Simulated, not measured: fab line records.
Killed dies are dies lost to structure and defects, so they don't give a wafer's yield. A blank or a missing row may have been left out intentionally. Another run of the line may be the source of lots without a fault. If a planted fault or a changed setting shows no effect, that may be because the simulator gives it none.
Which tool was responsible?    flow berkeley_cmos170    14 lots, 42 wafers sampled, at 4 steps of a route of 331

== WHAT EACH GAUGE READ, for each wafer ==
UCB170_NSD_TW_MEAS_10.
lot   measured      on             NSD_TW
L840  day 8 05:23   film_metro-02  4232 4229 4235
L839  day 8 05:23   film_metro-03  4157 4181 4175
L842  day 8 19:13   film_metro-04  4189 4189 4166
L844  day 9 09:55   film_metro-03  4196 4175 4170
L845  day 9 10:33   film_metro-03  4181 4205 4190
L848  day 9 21:05   film_metro-03  4184 4175 4188
L850  day 10 18:59  film_metro-02  4224 4197 4242
L852  day 11 00:17  film_metro-04  4381 4355 4385
L854  day 11 13:58  film_metro-04  4367 4363 4363
L856  day 11 21:28  film_metro-04  4208 4210 4202
L859  day 12 04:40  film_metro-03  4180 4170 4156
L860  day 12 04:56  film_metro-02  4230 4206 4222
L861  day 13 07:29  film_metro-03  4190 4184 4202
L862  day 13 08:04  film_metro-04  4202 4175 4208

UCB170_SDANNEAL_RS_MEAS_03: the measuring method here is four-point-probe.
lot   measured      on             NSD_RS (ohm/sq)
L840  day 8 09:11   film_metro-03  37.25 37.19 37.25
L839  day 8 09:13   film_metro-04  37.31 37.42 37.43
L842  day 8 20:39   film_metro-03  37.05 37.18 37.18
L844  day 9 11:28   film_metro-03  37.25 37.18 37.25
L845  day 9 12:17   film_metro-02  37.21 37.33 37.24
L848  day 9 22:52   film_metro-04  37.35 37.40 37.31
L850  day 10 20:13  film_metro-03  37.18 37.23 37.15
L852  day 11 02:04  film_metro-04  31.94 31.94 31.92
L854  day 11 15:50  film_metro-03  31.78 31.81 31.93
L856  day 11 23:08  film_metro-04  37.24 37.17 37.15
L859  day 12 05:54  film_metro-02  37.19 37.24 37.28
L860  day 12 06:18  film_metro-04  37.35 37.28 37.42
L861  day 13 08:49  film_metro-04  37.22 37.30 37.19
L862  day 13 09:16  film_metro-04  37.37 37.32 37.40

== WHICH TOOL RAN EACH LOT (tool, then ch and the chambers of the sampled wafers, then the start) ==
lot   UCB170_NSD_IMPLANT_08            UCB170_NSD_STRIP_09
L840  implanter-04 ch 0, day 8 05:08   plasma_asher-01 ch 0,1, day 8 05:17
L839  implanter-03 ch 0, day 8 05:10   plasma_asher-04 ch 0,1, day 8 05:17
L842  implanter-02 ch 0, day 8 18:58   plasma_asher-01 ch 0,1, day 8 19:07
L844  implanter-02 ch 0, day 9 09:40   plasma_asher-01 ch 0, day 9 09:49
L845  implanter-02 ch 0, day 9 10:18   plasma_asher-02 ch 0,1, day 9 10:27
L848  implanter-03 ch 0, day 9 20:51   plasma_asher-04 ch 0,1, day 9 20:59
L850  implanter-04 ch 0, day 10 18:46  plasma_asher-01 ch 0,1, day 10 18:54
L852  implanter-02 ch 0, day 11 00:02  plasma_asher-02 ch 0,1, day 11 00:11
L854  implanter-02 ch 0, day 11 13:45  plasma_asher-02 ch 0,1, day 11 13:53
L856  implanter-03 ch 0, day 11 21:13  plasma_asher-04 ch 0,1, day 11 21:22
L859  implanter-04 ch 0, day 12 04:25  plasma_asher-04 ch 0,1, day 12 04:34
L860  implanter-03 ch 0, day 12 04:41  plasma_asher-01 ch 0, day 12 04:49
L861  implanter-03 ch 0, day 13 07:16  plasma_asher-02 ch 0,1, day 13 07:24
L862  implanter-03 ch 0, day 13 07:49  plasma_asher-02 ch 0,1, day 13 07:58
- UCB170_NSD_IMPLANT_08
- UCB170_NSD_STRIP_09: strips in O2.

== WHAT THE TOOLS THEMSELVES READ (means of the sampled wafers that have a number; where no wafer has one, the mark that the record gives instead) ==
UCB170_NSD_IMPLANT_08.
lot   tool          dose_ions_cm2  end_station_pressure_torr (Torr)  faraday_current_uA  tilt_deg (degrees)
L840  implanter-04  3e+15          1.21e-05                          9208                7.003
L839  implanter-03  3e+15          1.22e-05                          9274                7.011
L842  implanter-02  3e+15          1.33e-05                          9355                6.993
L844  implanter-02  3e+15          1.19e-05                          9297                7.019
L845  implanter-02  3e+15          1.31e-05                          9376                7.019
L848  implanter-03  3e+15          1.23e-05                          9425                7.023
L850  implanter-04  3e+15          1.29e-05                          9321                6.996
L852  implanter-02  5e+15          1.65e-05                          13931               7.010
L854  implanter-02  5e+15          1.58e-05                          13925               6.999
L856  implanter-03  3e+15          1.26e-05                          9264                7.030
L859  implanter-04  3e+15          1.25e-05                          9290                6.980
L860  implanter-03  3e+15          1.25e-05                          9315                6.968
L861  implanter-03  3e+15          1.30e-05                          9282                6.997
L862  implanter-03  3e+15          1.20e-05                          9371                6.989

UCB170_NSD_STRIP_09.
lot   tool             chamber_pressure_mTorr (mTorr)  drypump_motor_current_A (A)  o2_flow_sccm (sccm)  oes_product_au (a.u.)  strip_time_to_endpoint_s (s)
L840  plasma_asher-01  3499.0                          4.9                          400.4                0.533                  35.78
L839  plasma_asher-04  3499.0                          5.8                          401.4                0.539                  35.79
L842  plasma_asher-01  3499.0                          5.1                          400.0                0.531                  35.89
L844  plasma_asher-01  3500.3                          5.2                          399.4                0.530                  35.88
L845  plasma_asher-02  3499.5                          5.2                          401.2                0.536                  35.89
L848  plasma_asher-04  3498.3                          5.5                          399.8                0.532                  35.87
L850  plasma_asher-01  3497.9                          4.9                          399.3                0.535                  36.02
L852  plasma_asher-02  3501.6                          5.2                          399.4                0.503                  40.01
L854  plasma_asher-02  3500.7                          5.2                          400.0                0.507                  40.08
L856  plasma_asher-04  3502.2                          5.5                          400.0                0.532                  35.83
L859  plasma_asher-04  3497.9                          5.8                          398.4                0.533                  35.85
L860  plasma_asher-01  3501.4                          5.2                          401.1                0.530                  35.79
L861  plasma_asher-02  3499.9                          5.2                          400.3                0.537                  35.84
L862  plasma_asher-02  3498.2                          5.7                          400.3                0.535                  35.78

== THE ANSWER, worked out from the rows above alone ==
Rule: the lots themselves supply what counts as usual. The widest of any qualifying gaps counts: lots, ordered by their means at a reading, are off when they make up no more than a third of the lots, leave a main group of 4 or more, and stand apart from it by 3 or more times the standard deviation of that group's means. The tables above print the reading to a certain number of digits; a main group whose means all agree to those digits is not used. Also off: a lot with no number at a reading for which 4 or more lots have one. All remaining lots with rows at the step are treated as sound. Order of review: gauges by route order, followed by the tools' own readings, for which a lot's mean as printed above is used. The first step at which some lot is off is used, and at that step the reading that is off furthest; a lot without a number counts as furthest.
Off: L852, L854, at UCB170_NSD_TW_MEAS_10 (NSD_TW). For the main group the mean is 4195 and the standard deviation 20.
A tool fits if, at a process step before that reading, it ran every lot that is off, and no sound lot after the first of them. The gauges at UCB170_NSD_TW_MEAS_10 aren't tried: what is off there is off at UCB170_NSD_IMPLANT_08 too, on other tools, and a gauge's error can't cause that. One fits: UCB170_NSD_IMPLANT_08 on implanter-02. A fault onset in the window from L845 (day 9 10:18, its last sound lot) to L852 (day 11 00:02, its first lot off) fits.
The tool's own readings at UCB170_NSD_IMPLANT_08 bear it out: on the lots that are off they differ by more than 5 times the standard deviation of the sound lots' means. dose_ions_cm2 reads 5e+15 there against 3e+15 on the sound lots; end_station_pressure_torr reads 1.61e-05 Torr there against 1.25e-05 Torr on the sound lots; faraday_current_uA reads 13928 there against 9315 on the sound lots.

== WHAT THE SIMULATOR HAD INSERTED ==
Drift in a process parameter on implanter-02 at UCB170_NSD_IMPLANT_08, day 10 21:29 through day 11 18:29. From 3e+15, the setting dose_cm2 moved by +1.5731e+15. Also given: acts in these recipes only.
Lots struck among those shown: L852, L854. The same result came from the rule above.
